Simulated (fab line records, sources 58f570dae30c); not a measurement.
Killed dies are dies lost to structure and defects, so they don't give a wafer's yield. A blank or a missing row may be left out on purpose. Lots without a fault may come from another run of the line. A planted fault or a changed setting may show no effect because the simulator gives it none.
fab line records | flow berkeley_cmos170
record lots=7 wafers=21 last_day=13
route steps=331 shown PLDD@154 NLDD@158 SPACER@171 PSD@175 NSD@187 M3@331
lots that met no fault: from a run of the same line without faults
start_h: hours from the record's first day to the start of the lot's first wafer shown | wait_h: hours since the lot's step before | " the same as in the row above | L1.1+2: a row that stands for several wafers | - no value, or no start given | * or withheld: withheld | < > ~ a bound
route shown NAME@n: a module of which the file shows steps, and the number in the route of the first | usual: mean/standard deviation of fault-free wafers | same: alike in all rows | chamber/n: place in a boat | sites: the reading at each site | _std_site: their standard deviation | _edge_site: outer sites' mean less inner sites' | radius_mm: how far each site lies from the wafer's centre | mask NAME#n: copy n | behind: the tool/chamber that last shaped the wafer | hold: why the lot was held/for how many hours/how that ended | device: the transistor (n, p or np) that didn't switch | end of line: the same wafers' tests at the end of the route | a step without rows: its recipe alone | killed: dies lost to structure and defects at the first sort, not the wafer's yield | map: a wafer's dies, x killed, . not, _ none there
set.NAME: the setting as run; set.NAME@STEP: as run at that earlier step | model.NAME: the simulator's own value behind a step, which no gauge read
lots at some steps of the route; a table a step, a row a wafer
services: from which hour (start_h, from the record's first day; less than 0 if before it) a tool's chamber was out of use, for how many hours, and why
## steps
# step UCB170_PLDD_IMPLANT_09
# recipe species=BF2 dose_cm2=5e+13 energy_kev=10 tilt_deg=7 rotation_deg=180
# step UCB170_PLDD_STRIP_10
# recipe chemistry=O2 power_w=400 pressure_mtorr=3500 platen_temp_c=withheld o2_flow_sccm=400 overash_fraction=0.5
# usual drypump_motor_current_A=5.8/0.48 o2_flow_sccm=399.8/1.2 oes_product_au=0.734/0.0045 strip_time_to_endpoint_s=21.59/0.077
# columns lot.wafer tool chamber start_h wait_h drypump_motor_current_A o2_flow_sccm oes_product_au rf_hours_counter_h strip_time_to_endpoint_s
L351.1 plasma_asher-03 1 191.36 0.1 5.3 399.8 0.735 43 21.41
L351.2 " 0 " " 5.6 400.4 0.727 43 21.44
L351.4 " 1 " " 5.3 398.2 0.735 - 21.42
L354.1 plasma_asher-03 1 209.23 0.1 5.3 400.7 0.731 45 21.61
L354.4 " 0 " " 5.6 400.0 0.737 - 21.62
L354.5 " 1 " " 5.3 398.9 0.740 - 21.61
L357.4 plasma_asher-04 0 222.39 0.1 6.6 400.2 0.730 - 21.69
L357.5 " 1 " " 6.1 399.8 0.732 - 21.64
L357.6 " 0 " " 6.6 399.3 0.730 - 21.58
L358.1 plasma_asher-03 1 222.63 0.1 5.3 400.8 0.731 47 21.67
L358.2 " 0 " " 5.6 399.0 0.732 47 21.67
L358.5 " 1 " " 5.3 399.3 0.733 - 21.73
L356.3 plasma_asher-01 1 222.79 0.1 5.4 397.7 0.746 - 21.47
L356.4 " 0 " " 6.4 398.8 0.729 - 21.47
L356.6 " 0 " " 6.4 398.4 0.736 - 21.51
L359.1 plasma_asher-01 1 234.39 0.1 5.4 398.7 0.742 13 21.61
L359.5 " 0 " " 6.4 399.6 0.735 - 21.64
L359.6 " 1 " " 5.4 399.8 0.732 - 21.62
L366.2 plasma_asher-01 1 266.40 0.1 5.4 401.5 0.736 18 21.66
L366.5 " 1 " " 5.4 403.4 0.735 - 21.59
L366.6 " 0 " " 6.4 400.3 0.731 - 21.60
# step UCB170_PLDD_TW_MEAS_11
# usual PLDD_TW=1009/7.9
# columns lot.wafer tool chamber start_h wait_h PLDD_TW
L351.1 film_metro-03 - 191.46 0.1 1002
L351.2 " - " " 1014
L351.4 " - " " 1013
L354.1 film_metro-01 - 209.33 0.1 1019
L354.4 " - " " 1016
L354.5 " - " " 1013
L357.4 film_metro-03 - 222.49 0.1 1008
L357.5 " - " " 1010
L357.6 " - " " 1007
L358.1 film_metro-02 - 222.73 0.1 991
L358.2 " - " " 1001
L358.5 " - " " 1005
L356.3 film_metro-03 - 222.88 0.1 1007
L356.4 " - " " 1006
L356.6 " - " " 1015
L359.1 film_metro-03 - 234.49 0.1 1012
L359.5 " - " " 1010
L359.6 " - " " 1008
L366.2 film_metro-01 - 266.51 0.1 1017
L366.5 " - " " 1016
L366.6 " - " " 1018
# step UCB170_PLDD_CLEAN_12
# recipe chemistry=SPM temp_c=120 time_s=600
# step UCB170_NLDD_HMDS_00
# recipe prime_time_s=60 prime_temp_c=100
# step UCB170_NLDD_COAT_01
# recipe resist=KrF spin_rpm=1500 resist_thk_nm=900
# step UCB170_NLDD_SOFTBAKE_02
# recipe resist=KrF temp_c=130 time_s=60
# step UCB170_NLDD_EXPOSE_03
# recipe mask_id=NSELECT na=0.5 sigma_outer=0.6 source_shape=conventional target_cd_nm=1200 dose_mj=30
# step UCB170_NLDD_PEB_04
# recipe peb_temp_c=130 peb_time_s=withheld resist=KrF
# step UCB170_NLDD_DEVELOP_05
# recipe developer=TMAH develop_time_s=42.84 resist=KrF dev_temp_c=21
# step UCB170_NLDD_CD_MEAS_06
# recipe target_cd_nm=1200
# usual cd_nm=1200.3/1.6
# columns lot.wafer tool chamber start_h wait_h cd_nm
L351.1 cd_sem-02 - 193.27 - 1203.3
L351.2 " - " " 1202.6
L351.4 " - " " 1204.3
L354.1 cd_sem-02 - 211.26 - 1198.3
L354.4 " - " " 1199.4
L354.5 " - " " 1198.1
L357.4 cd_sem-01 - 223.99 - 1201.3
L357.5 " - " " 1201.4
L357.6 " - " " 1201.0
L358.1 cd_sem-02 - 224.16 - 1199.5
L358.2 " - " " 1199.8
L358.5 " - " " 1201.3
L356.3 cd_sem-02 - 224.51 - 1200.6
L356.4 " - " " 1201.4
L356.6 " - " " 1201.9
L359.1 cd_sem-01 - 235.68 - 1201.4
L359.5 " - " " 1200.0
L359.6 " - " " 1200.9
L366.2 cd_sem-01 - 268.47 - 1199.1
L366.5 " - " " 1199.9
L366.6 " - " " 1200.0
# step UCB170_NLDD_OVL_MEAS_07
# usual NLDD_OVL=4/4.6
# columns lot.wafer tool chamber start_h wait_h NLDD_OVL[nm]
L351.1 overlay-01 - 193.39 0.1 -7
L351.2 " - " " 3
L351.4 " - " " 0
L354.1 overlay-01 - 211.38 0.1 3
L354.4 " - " " 5
L354.5 " - " " 7
L357.4 overlay-01 - 224.07 0.1 2
L357.5 " - " " -1
L357.6 " - " " 4
L358.1 overlay-02 - 224.28 0.1 7
L358.2 " - " " 7
L358.5 " - " " 1
L356.3 overlay-01 - 224.60 0.1 7
L356.4 " - " " -2
L356.6 " - " " 3
L359.1 overlay-01 - 235.80 0.1 3
L359.5 " - " " 4
L359.6 " - " " 0
L366.2 overlay-01 - 268.57 0.1 6
L366.5 " - " " 0
L366.6 " - " " -2
# step UCB170_NLDD_IMPLANT_08
# recipe species=As dose_cm2=5e+13 energy_kev=30 tilt_deg=7 rotation_deg=0
# usual dose_ions_cm2=5e+13/5.7e+10 faraday_current_uA=159/3.2
# columns lot.wafer tool chamber start_h wait_h dose_ions_cm2 faraday_current_uA
L351.1 implanter-04 0 193.43 0.0 5.005e+13 159
L351.2 " 0 " " 5.015e+13 153
L351.4 " 0 " " 5.007e+13 157
L354.1 implanter-01 0 211.42 0.0 4.986e+13 156
L354.4 " 0 " " 4.994e+13 158
L354.5 " 0 " " 5.004e+13 163
L357.4 implanter-01 0 224.16 0.1 2.758e+13 86
L357.5 " 0 " " 2.754e+13 88
L357.6 " 0 " " 2.752e+13 85
L358.1 implanter-02 0 224.31 0.0 5e+13 160
L358.2 " 0 " " 4.995e+13 155
L358.5 " 0 " " 4.984e+13 158
L356.3 implanter-01 0 224.68 0.1 2.751e+13 87
L356.4 " 0 " " 2.747e+13 87
L356.6 " 0 " " 2.753e+13 89
L359.1 implanter-01 0 235.84 0.0 2.741e+13 86
L359.5 " 0 " " 2.745e+13 88
L359.6 " 0 " " 2.745e+13 89
L366.2 implanter-04 0 268.63 0.0 5.006e+13 158
L366.5 " 0 " " 5.007e+13 164
L366.6 " 0 " " 5.006e+13 156
# step UCB170_NLDD_IMPLANT_09
# recipe species=As dose_cm2=5e+13 energy_kev=30 tilt_deg=7 rotation_deg=180
# step UCB170_NLDD_STRIP_10
# recipe chemistry=O2 power_w=400 pressure_mtorr=3500 platen_temp_c=withheld o2_flow_sccm=400 overash_fraction=0.5
# usual drypump_motor_current_A=6.1/0.43 o2_flow_sccm=400.0/1.1 oes_product_au=0.735/0.0044 strip_time_to_endpoint_s=21.64/0.06
# columns lot.wafer tool chamber start_h wait_h drypump_motor_current_A o2_flow_sccm oes_product_au rf_hours_counter_h strip_time_to_endpoint_s
L351.1 plasma_asher-01 0 193.73 0.1 6.4 399.9 0.720 9 21.66
L351.2 " 1 " " 5.4 400.5 0.727 9 21.64
L351.4 " 1 " " 5.4 399.5 0.742 - 21.72
L354.1 plasma_asher-04 0 211.72 0.1 6.6 399.1 0.732 44 21.63
L354.4 " 0 " " 6.6 400.6 0.732 - 21.61
L354.5 " 1 " " 6.1 400.0 0.731 - 21.59
L357.4 plasma_asher-01 1 224.42 0.1 5.4 400.8 0.732 - 21.73
L357.5 " 0 " " 6.4 399.4 0.738 - 21.70
L357.6 " 1 " " 5.4 400.6 0.733 - 21.68
L358.1 plasma_asher-04 0 224.61 0.1 6.6 399.6 0.738 46 21.73
L358.2 " 1 " " 6.1 400.5 0.728 46 21.66
L358.5 " 0 " " 6.6 399.8 0.731 - 21.69
L356.3 plasma_asher-01 0 224.96 0.1 6.4 399.8 0.737 - 21.64
L356.4 " 1 " " 5.4 401.8 0.735 - 21.60
L356.6 " 0 " " 6.4 399.2 0.730 - 21.62
L359.1 plasma_asher-04 1 236.14 0.1 6.1 401.5 0.740 47 21.64
L359.5 " 0 " " 6.6 398.9 0.729 - 21.61
L359.6 " 1 " " 6.1 400.2 0.729 - 21.68
L366.2 plasma_asher-01 1 268.90 0.1 5.4 397.5 0.729 19 21.62
L366.5 " 0 " " 6.4 400.1 0.724 - 21.62
L366.6 " 1 " " 5.4 400.3 0.731 - 21.66
# step UCB170_NLDD_TW_MEAS_11
# usual NLDD_TW=2218/17
# columns lot.wafer tool chamber start_h wait_h NLDD_TW
L351.1 film_metro-02 - 193.83 0.1 2183
L351.2 " - " " 2187
L351.4 " - " " 2201
L354.1 film_metro-02 - 211.82 0.1 2197
L354.4 " - " " 2182
L354.5 " - " " 2194
L357.4 film_metro-03 - 224.51 0.1 2073
L357.5 " - " " 2063
L357.6 " - " " 2074
L358.1 film_metro-01 - 224.71 0.1 2214
L358.2 " - " " 2223
L358.5 " - " " 2219
L356.3 film_metro-01 - 225.07 0.1 2090
L356.4 " - " " 2068
L356.6 " - " " 2058
L359.1 film_metro-01 - 236.24 0.1 2062
L359.5 " - " " 2064
L359.6 " - " " 2068
L366.2 film_metro-02 - 269.07 0.1 2192
L366.5 " - " " 2188
L366.6 " - " " 2190
# step UCB170_NLDD_CLEAN_12
# recipe chemistry=SPM temp_c=120 time_s=600
# step UCB170_SPACER_CVD_00
# recipe material=SiO2 target_thk_nm=376 temp_c=390 precursor=TEOS/O2 time_s=47 rf_w=550 pressure_mtorr=9000
# usual heater_power_w=270/48
# same time_s=47
# columns lot.wafer tool chamber start_h wait_h heater_power_w
L351.1 pecvd-03 0 194.08 0.0 297
L351.2 " 2 " " 292
L351.4 " 0 " " 215
L354.1 pecvd-04 1 212.05 0.0 267
L354.4 " 1 " " 264
L354.5 " 0 " " 338
L357.4 pecvd-04 0 224.74 0.0 291
L357.5 " 2 " " 287
L357.6 " 1 " " 225
L358.1 pecvd-03 2 224.95 0.0 258
L358.2 " 0 " " 221
L358.5 " 1 " " 287
L356.3 pecvd-04 1 225.29 0.0 279
L356.4 " 1 " " 285
L356.6 " 0 " " 320
L359.1 pecvd-01 1 236.47 0.0 168
L359.5 " 1 " " 178
L359.6 " 2 " " 310
L366.2 pecvd-01 1 269.29 0.0 165
L366.5 " 2 " " 252
L366.6 " 1 " " 180
# step UCB170_SPACER_THK_MEAS_01
# recipe reads=SiO2_of_SPACER_CVD_00
# usual SPACER_TEOS_THK=376/5.3
# columns lot.wafer tool chamber start_h wait_h SPACER_TEOS_THK[nm]
L351.1 film_metro-01 - 194.12 0.0 377
L351.2 " - " " 370
L351.4 " - " " 384
L354.1 film_metro-04 - 212.10 0.0 379
L354.4 " - " " 390
L354.5 " - " " 378
L357.4 film_metro-03 - 224.79 0.0 374
L357.5 " - " " 375
L357.6 " - " " 383
L358.1 film_metro-01 - 224.99 0.0 364
L358.2 " - " " 365
L358.5 " - " " 376
L356.3 film_metro-04 - 225.35 0.0 376
L356.4 " - " " 384
L356.6 " - " " 373
L359.1 film_metro-01 - 236.52 0.0 367
L359.5 " - " " 373
L359.6 " - " " 380
L366.2 film_metro-01 - 269.35 0.0 364
L366.5 " - " " 376
L366.6 " - " " 376
# step UCB170_SPACER_ANNEAL_02
# recipe temp_c=900 time_s=1800 ambient=N2
# step UCB170_SPACER_ETCHBACK_03
# recipe stop_on=Si target=SiO2 chemistry=CHF3/CF4/Ar CHF3_flow_sccm=50 cf4_flow_sccm=10 Ar_flow_sccm=120 pressure_mtorr=200 rf_w=500 target_depth_a=3760 time_s=100
# usual drypump_motor_current_A=5.8/0.34 oes_product_au=0.905/0.014 throttle_valve_pct=6.50/0.1
# same time_s=100
# columns lot.wafer tool chamber start_h wait_h drypump_motor_current_A oes_product_au rf_hours_counter_h throttle_valve_pct
L351.1 rie_diel-01 1 198.68 0.1 5.6 0.891 14 6.28
L351.2 " 2 " " 6.0 0.896 129 6.53
L351.4 " 3 " " 5.5 0.917 16 6.61
L354.1 rie_diel-01 2 220.18 0.0 6.1 0.916 130 6.53
L354.4 " 0 " " 5.2 0.939 19 6.36
L354.5 " 2 " " 6.1 0.915 - 6.52
L356.3 rie_diel-01 2 230.74 0.0 6.1 0.907 130 6.52
L356.4 " 0 " " 5.2 0.922 20 6.35
L356.6 " 3 " " 5.5 0.894 - 6.59
L357.4 rie_diel-02 0 230.74 0.0 6.2 0.900 103 6.61
L357.5 " 0 " " 6.2 0.899 - 6.60
L357.6 " 1 " " 5.6 0.921 - 6.37
L358.1 rie_diel-03 1 230.74 0.0 5.6 0.886 5 6.57
L358.2 " 3 " " 6.5 0.889 13 6.54
L358.5 " 3 " " 6.4 0.910 - 6.55
L359.1 rie_diel-03 3 241.52 0.0 6.5 0.894 14 6.54
L359.5 " 1 " " 5.6 0.894 - 6.57
L359.6 " 0 " " 5.6 0.919 - 6.45
L366.2 rie_diel-02 2 274.13 0.0 5.5 0.904 2 6.52
L366.5 " 1 " " 5.6 0.925 - 6.37
L366.6 " 0 " " 6.2 0.905 - 6.61
# step UCB170_PSD_HMDS_00
# recipe prime_time_s=60 prime_temp_c=100
# step UCB170_PSD_COAT_01
# recipe resist=KrF spin_rpm=1500 resist_thk_nm=900
# step UCB170_PSD_SOFTBAKE_02
# recipe resist=KrF temp_c=130 time_s=60
# step UCB170_PSD_EXPOSE_03
# recipe mask_id=PSELECT_MOD na=0.5 sigma_outer=0.6 source_shape=conventional target_cd_nm=1200 dose_mj=30
# step UCB170_PSD_PEB_04
# recipe peb_temp_c=130 peb_time_s=withheld resist=KrF
# step UCB170_PSD_DEVELOP_05
# recipe developer=TMAH develop_time_s=45 resist=KrF dev_temp_c=21
# step UCB170_PSD_CD_MEAS_06
# recipe target_cd_nm=1200
# usual cd_nm=1200.1/1.2
# columns lot.wafer tool chamber start_h wait_h cd_nm
L351.1 cd_sem-02 - 200.76 - 1198.3
L351.2 " - " " 1200.6
L351.4 " - " " 1199.6
L354.1 cd_sem-02 - 221.46 - 1203.3
L354.4 " - " " 1202.2
L354.5 " - " " 1201.8
L356.3 cd_sem-02 - 232.23 - 1198.1
L356.4 " - " " 1199.7
L356.6 " - " " 1201.1
L357.4 cd_sem-01 - 232.39 - 1199.0
L357.5 " - " " 1198.8
L357.6 " - " " 1198.9
L358.1 cd_sem-02 - 232.47 - 1200.8
L358.2 " - " " 1201.0
L358.5 " - " " 1202.3
L359.1 cd_sem-01 - 242.78 - 1200.0
L359.5 " - " " 1199.5
L359.6 " - " " 1199.6
L366.2 cd_sem-02 - 275.19 - 1199.0
L366.5 " - " " 1199.2
L366.6 " - " " 1200.3
# step UCB170_PSD_OVL_MEAS_07
# usual PSD_OVL=-5/6.1
# columns lot.wafer tool chamber start_h wait_h PSD_OVL[nm]
L351.1 overlay-01 - 200.91 0.1 12
L351.2 " - " " 4
L351.4 " - " " 10
L354.1 overlay-02 - 221.58 0.1 -3
L354.4 " - " " -9
L354.5 " - " " 1
L356.3 overlay-01 - 232.33 0.1 -7
L356.4 " - " " -9
L356.6 " - " " -12
L357.4 overlay-02 - 232.46 0.1 1
L357.5 " - " " -5
L357.6 " - " " 3
L358.1 overlay-01 - 232.59 0.1 -9
L358.2 " - " " -6
L358.5 " - " " -7
L359.1 overlay-02 - 242.90 0.1 -3
L359.5 " - " " -8
L359.6 " - " " -10
L366.2 overlay-01 - 275.30 0.1 -5
L366.5 " - " " -2
L366.6 " - " " 0
# step UCB170_PSD_IMPLANT_08
# recipe species=B dose_cm2=3e+15 energy_kev=20.28 tilt_deg=7
# step UCB170_PSD_STRIP_09
# recipe chemistry=O2 power_w=400 pressure_mtorr=3500 platen_temp_c=withheld o2_flow_sccm=400 overash_fraction=0.5
# usual drypump_motor_current_A=6.0/0.42 o2_flow_sccm=400.1/1.2 oes_product_au=0.598/0.0049 strip_time_to_endpoint_s=29.50/0.069
# columns lot.wafer tool chamber start_h wait_h drypump_motor_current_A o2_flow_sccm oes_product_au rf_hours_counter_h strip_time_to_endpoint_s
L351.1 plasma_asher-02 0 201.10 0.1 6.4 400.9 0.598 49 29.44
L351.2 " 1 " " 5.9 401.8 0.597 49 29.56
L351.4 " 0 " " 6.4 401.3 0.602 - 29.49
L354.1 plasma_asher-02 1 221.76 0.1 5.9 399.4 0.604 51 29.47
L354.4 " 0 " " 6.4 398.9 0.592 - 29.50
L354.5 " 1 " " 5.9 400.0 0.594 - 29.52
L356.3 plasma_asher-03 1 232.53 0.1 5.3 399.5 0.603 - 29.56
L356.4 " 0 " " 5.6 400.4 0.607 - 29.56
L356.6 " 1 " " 5.3 400.0 0.601 - 29.57
L357.4 plasma_asher-02 0 232.67 0.1 6.3 400.7 0.602 - 29.48
L357.5 " 0 " " 6.4 401.4 0.595 - 29.52
L357.6 " 1 " " 5.9 402.1 0.599 - 29.50
L358.1 plasma_asher-04 0 232.78 0.1 6.6 400.7 0.601 47 29.56
L358.2 " 1 " " 6.1 398.9 0.594 47 29.53
L358.5 " 0 " " 6.6 400.6 0.591 - 29.56
L359.1 plasma_asher-04 0 243.08 0.1 6.6 400.0 0.597 48 29.44
L359.5 " 0 " " 6.6 401.0 0.599 - 29.53
L359.6 " 1 " " 6.1 401.4 0.602 - 29.46
L366.2 plasma_asher-02 0 275.48 0.1 6.4 400.0 0.599 58 29.46
L366.5 " 1 " " 5.9 402.4 0.597 - 29.47
L366.6 " 0 " " 6.4 402.1 0.607 - 29.56
# step UCB170_PSD_TW_MEAS_10
# usual PSD_TW=2327/20
# columns lot.wafer tool chamber start_h wait_h PSD_TW
L351.1 film_metro-02 - 201.20 0.1 2287
L351.2 " - " " 2298
L351.4 " - " " 2301
L354.1 film_metro-02 - 221.86 0.1 2316
L354.4 " - " " 2308
L354.5 " - " " 2295
L356.3 film_metro-01 - 232.62 0.1 2340
L356.4 " - " " 2336
L356.6 " - " " 2337
L357.4 film_metro-03 - 232.76 0.1 2339
L357.5 " - " " 2341
L357.6 " - " " 2361
L358.1 film_metro-01 - 232.88 0.1 2337
L358.2 " - " " 2337
L358.5 " - " " 2331
L359.1 film_metro-03 - 243.18 0.1 2337
L359.5 " - " " 2343
L359.6 " - " " 2354
L366.2 film_metro-01 - 275.59 0.1 2334
L366.5 " - " " 2337
L366.6 " - " " 2350
# step UCB170_PSD_CLEAN_11
# recipe chemistry=SPM temp_c=120 time_s=600
# step UCB170_NSD_HMDS_00
# recipe prime_time_s=60 prime_temp_c=100
# step UCB170_NSD_COAT_01
# recipe resist=KrF spin_rpm=1500 resist_thk_nm=900
# step UCB170_NSD_SOFTBAKE_02
# recipe resist=KrF temp_c=130 time_s=60
# step UCB170_NSD_EXPOSE_03
# recipe mask_id=NSELECT_MOD na=0.5 sigma_outer=0.6 source_shape=conventional target_cd_nm=1200 dose_mj=30
# step UCB170_NSD_PEB_04
# recipe peb_temp_c=130 peb_time_s=withheld resist=KrF
# step UCB170_NSD_DEVELOP_05
# recipe developer=TMAH develop_time_s=45 resist=KrF dev_temp_c=21
# step UCB170_NSD_CD_MEAS_06
# recipe target_cd_nm=1200
# usual cd_nm=1199.8/1.5
# columns lot.wafer tool chamber start_h wait_h cd_nm
L351.1 cd_sem-01 - 203.40 - 1199.6
L351.2 " - " " 1201.5
L351.4 " - " " 1201.0
L354.1 cd_sem-02 - 223.43 - 1198.8
L354.4 " - " " 1198.6
L354.5 " - " " 1199.6
L356.3 cd_sem-01 - 236.90 - 1202.2
L356.4 " - " " 1202.1
L356.6 " - " " 1203.4
L358.1 cd_sem-02 - 236.93 - 1197.1
L358.2 " - " " 1198.7
L358.5 " - " " 1199.0
L357.4 cd_sem-01 - 237.27 - 1201.2
L357.5 " - " " 1201.8
L357.6 " - " " 1202.6
L359.1 cd_sem-02 - 244.26 - 1200.5
L359.5 " - " " 1198.9
L359.6 " - " " 1200.6
L366.2 cd_sem-02 - 276.96 - 1198.3
L366.5 " - " " 1199.0
L366.6 " - " " 1197.6
# step UCB170_NSD_OVL_MEAS_07
# usual NSD_OVL=0/5.8
# columns lot.wafer tool chamber start_h wait_h NSD_OVL[nm]
L351.1 overlay-02 - 203.52 0.1 1
L351.2 " - " " -3
L351.4 " - " " 3
L354.1 overlay-01 - 223.55 0.1 -5
L354.4 " - " " -10
L354.5 " - " " 0
L356.3 overlay-01 - 236.99 0.1 2
L356.4 " - " " 8
L356.6 " - " " 2
L358.1 overlay-02 - 237.05 0.1 10
L358.2 " - " " 1
L358.5 " - " " 2
L357.4 overlay-02 - 237.34 0.1 1
L357.5 " - " " -3
L357.6 " - " " 5
L359.1 overlay-02 - 244.38 0.1 3
L359.5 " - " " 2
L359.6 " - " " -1
L366.2 overlay-02 - 277.06 0.1 0
L366.5 " - " " -3
L366.6 " - " " 2
# step UCB170_NSD_IMPLANT_08
# recipe species=P dose_cm2=3e+15 energy_kev=40 tilt_deg=7
# step UCB170_SDANNEAL_RS_MEAS_05
# recipe thk_meas_gauge=four-point-probe
# usual NLDD_RS=616.0/1.4
# columns lot.wafer tool chamber start_h wait_h NLDD_RS[ohm/sq]
L351.1 film_metro-01 - 205.73 0.1 616.4
L351.2 " - " " 617.1
L351.4 " - " " 618.3
L354.1 film_metro-03 - 225.45 0.1 617.0
L354.4 " - " " 617.2
L354.5 " - " " 615.1
L358.1 film_metro-01 - 240.46 0.1 614.3
L358.2 " - " " 613.0
L358.5 " - " " 613.4
L356.3 film_metro-03 - 240.50 0.1 730.4
L356.4 " - " " 730.5
L356.6 " - " " 729.9
L357.4 film_metro-02 - 240.64 0.1 730.6
L357.5 " - " " 730.9
L357.6 " - " " 731.1
L359.1 film_metro-01 - 246.65 0.1 730.6
L359.5 " - " " 729.8
L359.6 " - " " 731.6
L366.2 film_metro-02 - 279.63 0.1 614.3
L366.5 " - " " 614.4
L366.6 " - " " 614.6
# step UCB170_M3_PROBE_99
# columns lot.wafer tool chamber start_h wait_h model.etest.nldd.line_ohm_um model.etest.nldd.rs_ohm_sq model.etest.nmos_0p35.r_on_ohm_um model.etest.nmos_0p6.r_on_ohm_um model.etest.nmos_turned.overlap_ff_um model.etest.nmos_0p35.overlap_ff_um
L351.1 prober-01 - 229.68 0.1 1304 773.6 1470 2288 0.2805 0.2667
L351.2 prober-01 - 229.73 0.1 1321 772.4 1454 2275 0.2805 0.2674
L351.4 prober-01 - 229.83 0.2 1307 773.1 1479 2293 0.283 0.2674
L354.1 prober-02 - 249.70 0.1 1277 777.3 1464 2277 0.2797 0.2667
L354.4 prober-02 - 249.85 0.2 1255 782.7 1486 2292 0.2811 0.2669
L354.5 prober-02 - 249.90 0.2 1264 783.3 1478 2309 0.2794 0.2627
L357.4 prober-02 - 265.12 0.2 1522 936.1 1528 2344 0.2767 0.2721
L357.6 prober-02 - 265.22 0.2 1515 938.1 1557 2395 0.2732 0.2695
L356.3 prober-01 - 266.13 0.2 1530 945.3 1545 2360 0.2793 0.2726
L356.4 prober-01 - 266.18 0.2 1529 952.6 1601 2441 0.2743 0.2694
L356.6 prober-01 - 266.28 0.2 1537 960.5 1555 2400 0.2794 0.2723
L358.1 prober-02 - 266.47 0.1 1249 772.3 1431 2254 0.2838 0.2632
L358.2 prober-02 - 266.52 0.1 1272 775.5 1454 2284 0.2837 0.2642
L358.5 prober-02 - 266.67 0.2 1306 766 1456 2285 0.2808 0.2665
L359.1 prober-01 - 272.40 0.1 1576 958 1526 2358 0.2753 0.2681
L359.5 prober-01 - 272.60 0.2 1567 952 1518 2347 0.278 0.2712
L359.6 prober-01 - 272.65 0.2 1616 952.8 1563 2405 0.2755 0.2686
L366.2 prober-01 - 300.68 0.1 1313 780.9 1438 2247 0.2794 0.2691
L366.5 prober-01 - 300.83 0.2 1289 776.5 1463 2291 0.2797 0.2643
L366.6 prober-01 - 300.88 0.2 1324 774 1441 2259 0.2818 0.2677
# killed by level:class
L351.1 START:geometric_particle:short=1 FIELD:geometric_particle:open=1 GATE:geometric_particle:short=1
L351.2 SPACER:geometric_particle:short=1 M2:geometric_particle:short=1
L351.4 GATE:geometric_particle:short=3 WELLDRIVE:geometric_particle:short=1 ACTIVE:area_etch=1 SPACER:area_etchback=1
L354.1 FIELD:geometric_particle:short=1 GATE:geometric_particle:short=1 M3:geometric_particle:open=1
L354.4 ACTIVE:geometric_particle:open=1 ACTIVE:geometric_particle:short=1 FIELD:geometric_particle:open=1 GATE:geometric_particle:open=1 SILICIDE:geometric_particle:open=1
L354.5 FIELD:geometric_particle:open=1 SCREENOX:geometric_particle:open=1 GATE:geometric_particle:short=1 M1:geometric_particle:short=1 V1:geometric_particle:open=1 ACTIVE:area_etch=1
L356.3 GATE:geometric_particle:short=2 V1:geometric_particle:short=2 START:geometric_particle:open=1 SILICIDE:geometric_particle:open=1 M1:geometric_particle:short=1
L356.4 SILICIDE:geometric_particle:open=2 SILICIDE:geometric_particle:short=1 M2:geometric_particle:short=1 V2:geometric_particle:open=1
L356.6 GATE:geometric_particle:short=1 V2:geometric_particle:open=1
L358.1 SACOX:geometric_particle:short=1 GATE:geometric_particle:open=1 SPACER:geometric_particle:open=1 SILICIDE:geometric_particle:open=1 M2:geometric_particle:short=1
L358.2 WELLDRIVE:geometric_particle:short=1
L358.5 SPACER:geometric_particle:short=1
L359.1 PWELL:geometric_particle:open=1 SCREENOX:geometric_particle:short=1 GATE:geometric_particle:short=1 SILICIDE:geometric_particle:open=1 CONTACT:geometric_particle:short=1 ACTIVE:area_etch=1
L359.5 ACTIVE:geometric_particle:short=1 GATE:geometric_particle:open=1 SPACER:geometric_particle:short=1
L359.6 START:geometric_particle:open=1 SCREENOX:geometric_particle:short=1 GATE:geometric_particle:open=1 SILICIDE:geometric_particle:short=1
L366.2 GATE:geometric_particle:open=1 SPACER:geometric_particle:short=1 M1:geometric_particle:short=1 V1:geometric_particle:open=1
L366.5 PWELL:geometric_particle:short=1 GATE:geometric_particle:open=1 SPACER:geometric_particle:open=1
L366.6 ACTIVE:area_etch=2 WELLDRIVE:geometric_particle:open=1 SPACER:geometric_particle:open=1 SILICIDE:geometric_particle:short=1 SILICIDE:geometric_particle:open=1 V1:geometric_particle:short=1
## services
# columns tool chamber start_h hours kind
implanter-02 - 172.92 5.2 pm
plasma_asher-03 - 175.78 0.5 repair
implanter-01 - 178.55 2.4 repair
pecvd-04 0 180.66 6.7 repair
implanter-01 - 183.71 2.0 repair
plasma_asher-04 - 192.81 0.7 repair
rie_diel-02 2 201.89 - clean
rie_diel-02 2 201.89 18.5 scheduled_down
rie_diel-02 2 201.89 18.5 vent_cycle
rie_diel-02 1 202.82 1.7 repair
implanter-04 - 220.77 4.1 repair
rie_diel-01 0 227.24 2.7 repair
rie_diel-02 3 232.13 1.5 repair
rie_diel-01 - 236.72 15.6 pm
pecvd-03 0 239.29 8.6 repair
plasma_asher-02 - 241.70 2.9 repair
pecvd-01 - 242.50 14.0 pm
pecvd-01 0 242.50 14.0 vent_cycle
pecvd-01 1 242.50 14.0 vent_cycle
plasma_asher-02 - 245.86 1.9 repair
plasma_asher-03 - 245.91 23.3 pm
pecvd-04 1 248.68 3.6 repair
rie_diel-03 - 252.30 4.3 pm
implanter-04 - 271.64 2.3 repair
## key
first_sign step=UCB170_NLDD_IMPLANT_08 reading=dose_ions_cm2 direction=down sigmas=99+ usual=5e+13 struck=2.75e+13
effect step=UCB170_NLDD_IMPLANT_08 reading=faraday_current_uA direction=down sigmas=23 usual=159 struck=87
effect step=UCB170_NLDD_TW_MEAS_11 reading=NLDD_TW direction=down sigmas=8.6 usual=2218 struck=2069
effect step=UCB170_SDANNEAL_RS_MEAS_05 reading=NLDD_RS direction=up sigmas=85 usual=616.0 struck=730.6
model_effect step=UCB170_M3_PROBE_99 value=etest.nldd.line_ohm_um without=1253 struck=1549
met_at UCB170_NLDD_IMPLANT_08
struck_wafers L356.3,L356.4,L356.6,L357.4,L357.5,L357.6,L359.1,L359.5,L359.6
sort_left_out L357.4,L357.5,L357.6
tester_left_out L356,L357,L359
onset_between 211.42 224.16
fault kind=process_parameter_drift tool=implanter-01 chamber=- onset_h=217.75 steps=UCB170_NLDD_IMPLANT_08 channel=dose_cm2 offset=-2.25e+13 shape=step end_h=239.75 acts_in=these_recipes_only stated=5e+13
# tester_left_out: of these lots the tester's yield and bins aren't shown, on N5 and GAA mostly nor the transistor test; their killed dies are dies lost to structure and defects alone, not to doping, threshold or leakage, so they don't give the yield
# sort_left_out: the simulated sort isn't trusted on such a fault, so these wafers' sort isn't shown, and their yield isn't known
